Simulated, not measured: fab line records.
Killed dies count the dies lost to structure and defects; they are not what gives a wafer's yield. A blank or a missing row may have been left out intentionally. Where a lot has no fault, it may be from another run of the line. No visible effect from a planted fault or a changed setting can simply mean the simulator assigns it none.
fab line records | flow rit_cmos
[record] lots = 5 | wafers = 15 | last_day = 7
route steps=202 shown NSD@139 PSD@142 M1@202
lots that met no fault: taken from a fault-free run of the same line
start_h: the number of hours between the record's first day and the start of the first shown wafer of the lot | wait_h: hours since the lot's step before | " unchanged from the row above | L1.1+2: a row that stands for several wafers | - either no value or no given start | * or withheld: withheld | < > ~ a bound
route shown NAME@n: names a module that has steps shown in the file, with the first one's number in the route | usual: the fault-free wafers' mean and standard deviation | same: alike in all rows | chamber/n: place in a boat | sites: the reading at each site | _std_site: the values' standard deviation | _edge_site: the outer-site mean with the inner-site mean subtracted | radius_mm: for every site, how far away it sits from the centre of the wafer | mask NAME#n: copy n | behind: the most recent tool/chamber to have shaped the wafer | hold: what put the lot on hold/how long, in hours/how the hold closed | device: the transistor (n, p or np) that didn't switch | end of line: tests run on the same wafers once the route is complete | a step without rows: its recipe alone | killed: count of dies lost to structure and defects at first sort (not the wafer's yield) | map: a wafer's dies, marking killed ones x, the rest . and places with no die _
set.NAME: the setting the step ran with; set.NAME@STEP: the setting that earlier step ran with | model.NAME: the simulator's own value behind a step, which no gauge read
lots at some steps of the route; a table a step, a row a wafer
services: from which hour (start_h, from the record's first day; less than 0 if before it) a tool's chamber was out of use, for how many hours, and why
[[steps]]
[step RIT_NSD_IMPLANT_08]
[recipe] species = P | energy_kev = 25 | dose_cm2 = 1e+15 | tilt_deg = 7
[step RIT_NSD_STRIP_09]
[recipe] chemistry = O2 | time_s = 180 | resist = NOVOLAK | platen_temp_c = withheld | power_w = 500 | pressure_mtorr = 4000 | o2_flow_sccm = 4000
[usual] drypump_motor_current_A = 5.9/0.41 | rf_refl_power_W = 7.0/1.7 | run_length_s = 208.7/0.31
lot.wafer | tool            | chamber | start_h | wait_h | drypump_motor_current_A | rf_hours_counter_h | rf_refl_power_W | run_length_s
L930.1    | plasma_asher-03 | 0       | 59.77   | 0.1    | 5.6                     | 42                 | 6.3             | 209.2
L930.4    | "               | 0       | "       | "      | 5.6                     | -                  | 6.7             | 208.7
L930.5    | "               | 0       | "       | "      | 5.6                     | -                  | 6.6             | 208.7
L933.1    | plasma_asher-04 | 1       | 76.68   | 0.1    | 6.1                     | 43                 | 9.0             | 208.2
L933.4    | "               | 0       | "       | "      | 6.5                     | -                  | 7.3             | 209.2
L933.6    | "               | 0       | "       | "      | 6.5                     | -                  | 7.1             | 208.9
L943.1    | plasma_asher-03 | 0       | 127.59  | 0.1    | 5.6                     | 1                  | 6.9             | 208.6
L943.2    | "               | 1       | "       | "      | 5.6                     | 1                  | 3.6             | 208.4
L943.6    | "               | 0       | "       | "      | 5.6                     | -                  | 6.8             | 208.8
L947.1    | plasma_asher-04 | 1       | 148.49  | 0.1    | 6.1                     | 51                 | 9.1             | 208.5
L947.5    | "               | 0       | "       | "      | 6.5                     | -                  | 7.4             | 208.9
L947.6    | "               | 1       | "       | "      | 6.1                     | -                  | 9.1             | 208.6
L948.2    | plasma_asher-04 | 1       | 154.71  | 0.1    | 6.1                     | 51                 | 9.0             | 208.5
L948.4    | "               | 0       | "       | "      | 6.5                     | -                  | 6.6             | 209.1
L948.6    | "               | 0       | "       | "      | 6.5                     | -                  | 7.0             | 208.7
[step RIT_NSD_TW_MEAS_10]
[usual] NSD_TW = 3111/16
lot.wafer | tool          | chamber | start_h | wait_h | NSD_TW
L930.1    | film_metro-03 | -       | 59.95   | 0.1    | 3102
L930.4    | "             | -       | "       | "      | 3078
L930.5    | "             | -       | "       | "      | 3107
L933.1    | film_metro-03 | -       | 76.85   | 0.1    | 3100
L933.4    | "             | -       | "       | "      | 3116
L933.6    | "             | -       | "       | "      | 3118
L943.1    | film_metro-04 | -       | 127.76  | 0.1    | 3118
L943.2    | "             | -       | "       | "      | 3117
L943.6    | "             | -       | "       | "      | 3108
L947.1    | film_metro-02 | -       | 148.67  | 0.1    | 3124
L947.5    | "             | -       | "       | "      | 3108
L947.6    | "             | -       | "       | "      | 3115
L948.2    | film_metro-03 | -       | 154.89  | 0.1    | 3105
L948.4    | "             | -       | "       | "      | 3104
L948.6    | "             | -       | "       | "      | 3103
[step RIT_PSD_HMDS_00]
[recipe] prime_time_s = 60 | prime_temp_c = 140
[step RIT_PSD_COAT_01]
[recipe] resist = NOVOLAK | spin_rpm = 3250 | resist_thk_nm = 1000
[step RIT_PSD_SOFTBAKE_02]
[recipe] resist = NOVOLAK | temp_c = 90 | time_s = 60
[step RIT_PSD_EXPOSE_03]
[recipe] mask_id = M10 | na = 0.57 | target_cd_nm = 40900 | dose_mj = 250
[step RIT_PSD_PEB_04]
[recipe] resist = NOVOLAK | temp_c = withheld | time_s = withheld
[step RIT_PSD_DEVELOP_05]
[recipe] resist = NOVOLAK | develop_time_s = 50 | dev_temp_c = 23
[step RIT_PSD_OVL_MEAS_06]
[usual] PSD_OVL = -0.4/1.2
lot.wafer | tool       | chamber | start_h | wait_h | PSD_OVL[nm]
L930.1    | overlay-01 | -       | 60.98   | -      | 1.9
L930.4    | "          | -       | "       | "      | 0.3
L930.5    | "          | -       | "       | "      | -0.1
L933.1    | overlay-01 | -       | 77.76   | -      | 0.5
L933.4    | "          | -       | "       | "      | -1.7
L933.6    | "          | -       | "       | "      | -0.8
L943.1    | overlay-01 | -       | 128.81  | -      | -1.1
L943.2    | "          | -       | "       | "      | -0.9
L943.6    | "          | -       | "       | "      | -1.4
L947.1    | overlay-01 | -       | 149.70  | -      | -0.7
L947.5    | "          | -       | "       | "      | 0.4
L947.6    | "          | -       | "       | "      | -0.6
L948.2    | overlay-01 | -       | 155.93  | -      | -1.5
L948.4    | "          | -       | "       | "      | -1.4
L948.6    | "          | -       | "       | "      | 0.1
[step RIT_PSD_HARDBAKE_07]
[recipe] resist = NOVOLAK | temp_c = 140 | time_s = 60
[step RIT_PSD_IMPLANT_08]
[recipe] species = BF2 | energy_kev = 27 | dose_cm2 = 5e+15 | tilt_deg = 7
[step RIT_PSD_STRIP_09]
[recipe] chemistry = O2 | time_s = 180 | resist = NOVOLAK | platen_temp_c = withheld | power_w = 500 | pressure_mtorr = 4000 | o2_flow_sccm = 4000
[usual] drypump_motor_current_A = 5.7/0.43 | rf_refl_power_W = 6.5/1.7 | run_length_s = 208.4/0.4
lot.wafer | tool            | chamber | start_h | wait_h | drypump_motor_current_A | rf_hours_counter_h | rf_refl_power_W | run_length_s | model.NOVOLAK_of_PSD_COAT_01.thk_nm
L930.1    | plasma_asher-01 | 1       | 61.32   | 0.1    | 5.1                     | 26                 | 5.7             | 207.8        | 0
L930.4    | "               | 1       | "       | "      | 5.1                     | -                  | 5.2             | 207.8        | 0
L930.5    | "               | 1       | "       | "      | 5.1                     | -                  | 5.1             | 207.9        | 0
L933.1    | plasma_asher-03 | 1       | 78.10   | 0.1    | 5.6                     | 44                 | 3.6             | 118.0        | 186.1
L933.4    | "               | 1       | "       | "      | 5.6                     | -                  | 3.5             | 117.3        | 185.2
L933.6    | "               | 1       | "       | "      | 5.6                     | -                  | 3.4             | 117.1        | 184.6
L943.1    | plasma_asher-01 | 1       | 129.40  | 0.1    | 5.1                     | 34                 | 5.2             | 208.5        | 0
L943.2    | "               | 0       | "       | "      | 5.6                     | 34                 | 8.5             | 208.3        | 0
L943.6    | "               | 0       | "       | "      | 5.6                     | -                  | 7.7             | 208.1        | 0
L947.1    | plasma_asher-03 | 1       | 150.04  | 0.1    | 5.5                     | 4                  | 3.4             | 208.3        | 0
L947.5    | "               | 0       | "       | "      | 5.7                     | -                  | 6.4             | 208.6        | 0
L947.6    | "               | 1       | "       | "      | 5.5                     | -                  | 3.6             | 208.6        | 0
L948.2    | plasma_asher-01 | 1       | 156.26  | 0.1    | 5.1                     | 37                 | 5.6             | 207.7        | 0
L948.4    | "               | 0       | "       | "      | 5.7                     | -                  | 7.6             | 208.3        | 0
L948.6    | "               | 1       | "       | "      | 5.1                     | -                  | 5.3             | 207.6        | 0
[step RIT_PSD_TW_MEAS_10]
[usual] PSD_TW = 3416/14
lot.wafer | tool          | chamber | start_h | wait_h | PSD_TW
L930.1    | film_metro-02 | -       | 61.50   | 0.1    | 3426
L930.4    | "             | -       | "       | "      | 3413
L930.5    | "             | -       | "       | "      | 3411
L933.1    | film_metro-02 | -       | 78.28   | 0.1    | 3415
L933.4    | "             | -       | "       | "      | 3427
L933.6    | "             | -       | "       | "      | 3410
L943.1    | film_metro-03 | -       | 129.57  | 0.1    | 3402
L943.2    | "             | -       | "       | "      | 3407
L943.6    | "             | -       | "       | "      | 3411
L947.1    | film_metro-02 | -       | 150.21  | 0.1    | 3399
L947.5    | "             | -       | "       | "      | 3408
L947.6    | "             | -       | "       | "      | 3413
L948.2    | film_metro-02 | -       | 156.44  | 0.1    | 3426
L948.4    | "             | -       | "       | "      | 3432
L948.6    | "             | -       | "       | "      | 3418
[step RIT_M1_PROBE_99]
[usual] killed_at_contacts = 0.1/0.23 | killed_at_front_end = 6.7/2.7 | killed_dies = 6.7/2.7 | killed_on_rim = 1.8/1.2 | killed_open = 3.2/1.8 | killed_short = 3.5/1.9
[same] gross_dies = 264 | killed_at_M0_to_M3 = 0 | killed_at_M4_up = 0 | killed_at_back_side = 0 | killed_at_other = 0
lot.wafer | tool      | chamber | start_h | wait_h | killed_at_contacts | killed_at_front_end | killed_dies | killed_on_rim | killed_open | killed_short
L933.1    | prober-02 | -       | 86.39   | 0.1    | 0                  | 264                 | 264         | 70            | 2           | 3
L933.4    | prober-02 | -       | 86.54   | 0.2    | 0                  | 264                 | 264         | 70            | 4           | 2
L933.6    | prober-02 | -       | 86.64   | 0.2    | 1                  | 263                 | 264         | 70            | 6           | 5
L943.1    | prober-01 | -       | 137.57  | 0.1    | 0                  | 9                   | 9           | 2             | 5           | 4
L943.2    | prober-01 | -       | 137.62  | 0.1    | 0                  | 7                   | 7           | 2             | 5           | 2
L943.6    | prober-01 | -       | 137.82  | 0.2    | 0                  | 8                   | 8           | 1             | 6           | 2
L947.1    | prober-01 | -       | 158.10  | 0.1    | 0                  | 6                   | 6           | 4             | 4           | 2
L947.5    | prober-01 | -       | 158.30  | 0.2    | 0                  | 3                   | 3           | 1             | 0           | 3
L947.6    | prober-01 | -       | 158.35  | 0.2    | 0                  | 4                   | 4           | 0             | 0           | 4
// killed by level:class
L933.1 SDANNEAL:area_rta=259 GATE:geometric_particle:short=2 GATE:geometric_particle:open=1 SILICIDE:geometric_particle:short=1 SILICIDE:geometric_particle:open=1
L933.4 SDANNEAL:area_rta=258 GATE:geometric_particle:short=2 SPACER:geometric_particle:open=2 FOX2:geometric_particle:open=1 GATE:geometric_particle:open=1
L933.6 SDANNEAL:area_rta=253 GATE:geometric_particle:short=5 GATE:geometric_particle:open=3 FOX2:geometric_particle:open=1 SPACER:geometric_particle:open=1 CONTACT:geometric_particle:open=1
L943.1 GATE:geometric_particle:open=2 FOX1:geometric_particle:open=1 FOX1:geometric_particle:short=1 FOX2:geometric_particle:short=1 GATE:geometric_particle:short=1 SPACER:geometric_particle:open=1 SILICIDE:geometric_particle:open=1 SILICIDE:geometric_particle:short=1
L943.2 SPACER:geometric_particle:open=3 GATE:geometric_particle:short=1 GATE:geometric_particle:open=1 REOX:geometric_particle:open=1 SILICIDE:geometric_particle:short=1
L943.6 SPACER:geometric_particle:open=2 SILICIDE:geometric_particle:short=2 FOX1:geometric_particle:open=1 FOX2:geometric_particle:open=1 GATE:geometric_particle:open=1 REOX:geometric_particle:open=1
L947.1 GATE:geometric_particle:short=2 GATE:geometric_particle:open=2 FOX2:geometric_particle:open=1 SPACER:geometric_particle:open=1
L947.5 FOX2:geometric_particle:short=2 SILICIDE:geometric_particle:short=1
L947.6 FOX2:geometric_particle:short=2 FOX1:geometric_particle:short=1 GATE:geometric_particle:short=1
// map L933.1 (x killed, . not)
________xxxxxxx_______
_____xxxxxxxxxxxxx____
____xxxxxxxxxxxxxxx___
___xxxxxxxxxxxxxxxxx__
__xxxxxxxxxxxxxxxxxxx_
__xxxxxxxxxxxxxxxxxxx_
_xxxxxxxxxxxxxxxxxxxxx
_xxxxxxxxxxxxxxxxxxxxx
_xxxxxxxxxxxxxxxxxxxxx
_xxxxxxxxxxxxxxxxxxxxx
__xxxxxxxxxxxxxxxxxxx_
__xxxxxxxxxxxxxxxxxxx_
___xxxxxxxxxxxxxxxxx__
____xxxxxxxxxxxxxxx___
_____xxxxxxxxxxxxx____
________xxxxxxx_______
// map L947.1 (x killed, . not)
________......._______
_____.............____
____...............___
___................x__
__..................._
__.....x............._
_.....................
_.....................
_.............x.......
_.....................
__..................._
__.................x._
___x................__
____...............___
_____.........x...____
________......._______
[[services]]
tool            | chamber | start_h | hours | kind
plasma_asher-03 | -       | 108.84  | 9.0   | pm
plasma_asher-03 | 0       | 108.84  | 9.0   | vent_cycle
plasma_asher-03 | 1       | 108.84  | 9.0   | vent_cycle
plasma_asher-03 | 0       | 117.84  | -     | clean
plasma_asher-03 | 1       | 117.84  | -     | clean
[[key]]
[first_sign] step = RIT_PSD_STRIP_09 | reading = run_length_s | direction = down | sigmas = 99+ | usual = * | struck = *
[effect] step = RIT_M1_PROBE_99 | reading = killed_at_front_end | direction = up | sigmas = 96 | usual = 6.7 | struck = 263.7
[model_effect] step = RIT_PSD_STRIP_09 | value = NOVOLAK_of_PSD_COAT_01.thk_nm | without = 0 | struck = 185.3
[more_kills_born_at] RIT_SDANNEAL_RTA_03@rtp_anneal-01 = 770
met_at RIT_PSD_STRIP_09
struck_wafers L933.1,L933.4,L933.6
later_rows_left_out L933.1,L933.4,L933.6
tester_left_out L933
[fault] kind = strip_aborted | tool = plasma_asher-03 | chamber = - | onset_h = 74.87 | steps = RIT_PSD_STRIP_09 | offset = 0.35 | end_h = 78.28
// tester_left_out: of these lots the tester's yield and bins aren't shown, on N5 and GAA mostly nor the transistor test; their killed dies are dies lost to structure and defects alone, not to doping, threshold or leakage, so they don't give the yield
// later_rows_left_out: the simulator's readings of these wafers behind a module that went badly wrong aren't trusted and aren't shown, but for the sort
